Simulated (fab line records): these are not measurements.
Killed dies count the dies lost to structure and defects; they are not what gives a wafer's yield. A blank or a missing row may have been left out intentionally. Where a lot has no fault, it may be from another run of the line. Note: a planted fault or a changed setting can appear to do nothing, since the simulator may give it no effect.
A struck lot beside a sound one / flow berkeley-cmos170 / 16 steps out of a route of 331
Sound: these wafers, L428.3, L428.5, L428.6. Wafers struck: L443.2, L443.3, L443.6. The cause is named last.
Order at every step that has rows: each side's tool, ch and its chambers, its first start. Under that, the readings that differ: sound wafers / struck wafers / difference of the means / sigmas: that difference in standard deviations of wafers without a fault.
alike: readings with means less than 2 such deviations apart, plus words and numbers identical on both sides. not compared: withheld readings, readings lacking a value on some wafer, bounds such as >300 that could conceal the same value, and numbers that have no deviation in the record and whose values overlap.
Wherever a step has rows on one side only, a row that says differs or no value, or a row with sigmas, the two part there. Numbers that don't overlap but have no deviation are shown without sigmas and don't part them. A reading that every wafer of one side lacks parts them only if that side has two wafers or more.

first, 1 step without rows for these wafers: UCB170_START_OXIDATION_02 (target thk 20 nm, ox time 1800 s).
UCB170_START_THK_MEAS_03:
  struck on film-metro-01, day 4 18:44; sound on film-metro-04, day 1 16:25
  alike: START_OXIDE_THK
then, 7 steps without rows for these wafers: UCB170_START_ANNEAL_04 (time 1200 s); UCB170_ZERO_HMDS_00 (prime time 60 s); UCB170_ZERO_COAT_01 (resist thk 900 nm); UCB170_ZERO_SOFTBAKE_02 (time 60 s); UCB170_ZERO_EXPOSE_03 (exposes mask PM MARKS, target cd 4000 nm); UCB170_ZERO_PEB_04; UCB170_ZERO_DEVELOP_05 (develop time 45 s).
UCB170_ZERO_ETCH_06: etches SiO2 in CHF3/CF4/Ar, time 12 s.
  sound on rie-diel-01 ch 0,2,3, day 2 01:36; struck on rie-diel-04 ch 0,1, day 5 00:44
  alike: drypump-motor-current-A, oes-product-au, throttle-valve-pct
  not compared: rf-hours-counter-h
UCB170_ZERO_STRIP_07: strips in O2.
  sound on plasma-asher-04 ch 0,1, day 2 01:40; struck on plasma-asher-03 ch 0,1, day 5 00:46
  alike: drypump-motor-current-A, o2-flow-sccm, oes-product-au, strip-time-to-endpoint-s
  not compared: rf-hours-counter-h
then, 1 step without rows for these wafers: UCB170_NWELL_WET_ETCH_00 (etches SiO2 in dHF, time 200 s).
UCB170_NWELL_OXIDATION_01: target thk 26.4 nm, ox time 1260 s.
  sound on furnace-01 ch 0, day 2 07:22; struck on furnace-01 ch 0, day 5 05:19
reading=model.SiO2_of_NWELL_OXIDATION_01.thk-nm (nm); sound=27.34 27.03 26.7; struck=18.5 18.92 18.77; difference=-8.3; sigmas=
UCB170_NWELL_THK_MEAS_02:
  struck on film-metro-04, day 5 06:41; sound on film-metro-02, day 2 08:44
reading=NWELL_OXIDE_THK (nm); sound=27.3 27.1 26.7; struck=18.5 18.9 18.8; difference=-8.3; sigmas=-18
then, 1 step without rows for these wafers: UCB170_NWELL_ANNEAL_03 (time 900 s).
UCB170_M3_PROBE_99:
  the record holds rows for the sound wafers here (prober-01, day 8 16:07) but none for the struck ones

## WHERE THEY PART
First at UCB170_NWELL_THK_MEAS_02; last, within this record, at UCB170_M3_PROBE_99.

WHY: what the simulator had put in
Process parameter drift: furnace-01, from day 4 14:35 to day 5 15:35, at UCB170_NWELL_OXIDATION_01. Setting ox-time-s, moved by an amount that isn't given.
